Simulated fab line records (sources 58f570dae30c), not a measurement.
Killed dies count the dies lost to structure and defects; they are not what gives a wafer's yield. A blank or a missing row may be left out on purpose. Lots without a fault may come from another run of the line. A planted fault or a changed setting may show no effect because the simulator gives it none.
A struck lot beside a sound one + flow berkeley-cmos170 + 23 steps out of a route of 331
Sound: the wafers L290.1, L290.3, L290.5. Wafers struck: L300.1, L300.2, L300.4. The cause comes at the end.
At each step with rows: each side's tool, then ch and its chambers, then its first start. Under that, the readings that differ: sound wafers + struck wafers + difference of the means + sigmas: that difference in standard deviations of wafers without a fault.
alike: a reading whose means differ by less than 2 such deviations, as well as words and numbers matching on both sides. not compared: withheld readings; readings where some wafer has no value; bounds like >300 that might hide an equal value; numbers whose values overlap and for which the record gives no deviation.
The two part at a step that has a row with sigmas, a row that says differs or no value, or rows on one side only. Numbers that don't overlap but have no deviation are shown without sigmas and don't part them. Lack of a reading on every wafer of one side parts them only where that side has two or more wafers.

first, 5 steps without rows for these wafers: UCB170_PSD_COAT_01 (resist thk 900 nm); UCB170_PSD_SOFTBAKE_02 (time 60 s); UCB170_PSD_EXPOSE_03 (exposes mask PSELECT MOD, target cd 1200 nm); UCB170_PSD_PEB_04; UCB170_PSD_DEVELOP_05 (develop time 45 s).
UCB170_PSD_CD_MEAS_06: target cd 1200 nm.
  sound: cd-sem-01 at day 7 09:13; struck: cd-sem-01 at day 9 01:05
  alike: cd-nm
UCB170_PSD_OVL_MEAS_07:
  sound: overlay-01 at day 7 09:20; struck: overlay-02 at day 9 01:13
  alike: PSD_OVL
next, for these wafers, 1 step has no rows: UCB170_PSD_IMPLANT_08.
UCB170_PSD_STRIP_09: strips in O2.
  sound on plasma-asher-03 ch 0,1, day 7 09:31; struck on plasma-asher-03 ch 0,1, day 9 01:23
  alike: drypump-motor-current-A, oes-product-au, strip-time-to-endpoint-s
  not compared: rf-hours-counter-h
UCB170_PSD_TW_MEAS_10:
  sound: film-metro-02 at day 7 09:37; struck: film-metro-02 at day 9 01:29
  alike: PSD_TW
then, 2 steps without rows for these wafers: UCB170_PSD_CLEAN_11 (cleans in SPM, time 600 s); UCB170_NSD_HMDS_00 (prime time 60 s).
UCB170_NSD_COAT_01: resist thk 900 nm.
  sound on litho-track-01 ch 0, day 7 10:53; struck on litho-track-03 ch 0, day 9 01:58
| reading                              | sound             | struck            | difference | sigmas |
|--------------------------------------|-------------------|-------------------|------------|--------|
| model.KrF_of_NSD_COAT_01.thk-nm (nm) | 903.3 904.9 904.6 | 944.7 945.8 943.2 | +40.3      |        |
  alike: dispense-pressure-kPa
then, 3 steps without rows for these wafers: UCB170_NSD_SOFTBAKE_02 (time 60 s); UCB170_NSD_EXPOSE_03 (exposes mask NSELECT MOD, target cd 1200 nm); UCB170_NSD_PEB_04.
UCB170_NSD_DEVELOP_05: develop time 45 s.
  sound: litho-track-01 ch 0; struck: litho-track-02 ch 0
| reading                              | sound             | struck          | difference | sigmas |
|--------------------------------------|-------------------|-----------------|------------|--------|
| model.KrF_of_NSD_COAT_01.thk-nm (nm) | 889.1 890.7 890.4 | 930.5 931.6 929 | +40.3      |        |
UCB170_NSD_CD_MEAS_06: target cd 1200 nm.
  sound: cd-sem-02 at day 7 12:05; struck: cd-sem-01 at day 9 02:47
  alike: cd-nm
UCB170_NSD_OVL_MEAS_07:
  sound: overlay-01 at day 7 12:12; struck: overlay-02 at day 9 02:55
  alike: NSD_OVL
next, for these wafers, 1 step has no rows: UCB170_NSD_IMPLANT_08.
UCB170_NSD_STRIP_09: strips in O2.
  sound on plasma-asher-02 ch 0, day 7 12:23; struck on plasma-asher-02 ch 0,1, day 9 03:06
| reading                      | sound             | struck            | difference | sigmas |
|------------------------------|-------------------|-------------------|------------|--------|
| strip-time-to-endpoint-s (s) | 35.92 35.96 35.96 | 36.97 36.93 36.93 | +1.00      | +16    |
  alike: drypump-motor-current-A, oes-product-au
  not compared: rf-hours-counter-h
UCB170_NSD_TW_MEAS_10:
  sound: film-metro-04 at day 7 12:29; struck: film-metro-04 at day 9 03:12
  alike: NSD_TW
UCB170_M3_PROBE_99:
  the record has rows for the sound wafers here (prober-01, day 8 17:16) and none for the struck ones

== WHERE THEY PART ==
Earliest at UCB170_NSD_STRIP_09; latest, in this record, at UCB170_M3_PROBE_99.

WHY: what had been put in by the simulator
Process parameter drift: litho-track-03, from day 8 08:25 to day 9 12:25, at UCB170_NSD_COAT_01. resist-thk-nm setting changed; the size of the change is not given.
